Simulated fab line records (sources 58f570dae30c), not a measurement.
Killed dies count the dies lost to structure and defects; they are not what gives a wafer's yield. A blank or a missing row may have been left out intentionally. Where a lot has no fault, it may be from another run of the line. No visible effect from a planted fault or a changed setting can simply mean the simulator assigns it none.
What tool caused it? | flow berkeley_cmos170 | 7 lots (21 wafers sampled), 1 step of a 331-step route

## WHAT THE GAUGES READ, wafer by wafer
UCB170_START_THK_MEAS_03.
lot  | measured    | on            | START_OXIDE_THK (nm)
L127 | day 1 20:08 | film_metro-01 | 21.2 21.2 21.0
L131 | day 2 16:28 | film_metro-01 | 20.8 20.4 20.8
L135 | day 3 09:55 | film_metro-01 | 20.6 20.6 20.5
L138 | day 4 04:08 | film_metro-03 | 20.8 21.1 20.8
L143 | day 5 03:33 | film_metro-02 | 20.7 20.6 20.5
L146 | day 5 18:42 | film_metro-02 | 21.3 21.2 21.2
L149 | day 6 08:04 | film_metro-03 | 20.0 19.9 20.2

## EACH LOT AND THE TOOL THAT RAN IT (in order: tool; ch and the chambers of the sampled wafers; start)
The record shows no process step preceding these readings.

## THE ANSWER, worked out from the rows above alone
Rule: the usual values come from the lots themselves. The widest of any qualifying gaps counts: lots, ordered by their means at a reading, are off when they make up no more than a third of the lots, leave a main group of 4 or more, and stand apart from it by 3 or more times the standard deviation of that group's means. Not used: any main group whose means are identical at the precision the tables above print for the reading. A lot without any number at a reading at which 4 lots or more have one is off too. The other lots that the step has rows for count as sound.
Nothing can be told from this: no lot is off at any reading shown.

## WHAT HAD BEEN PUT IN BY THE SIMULATOR
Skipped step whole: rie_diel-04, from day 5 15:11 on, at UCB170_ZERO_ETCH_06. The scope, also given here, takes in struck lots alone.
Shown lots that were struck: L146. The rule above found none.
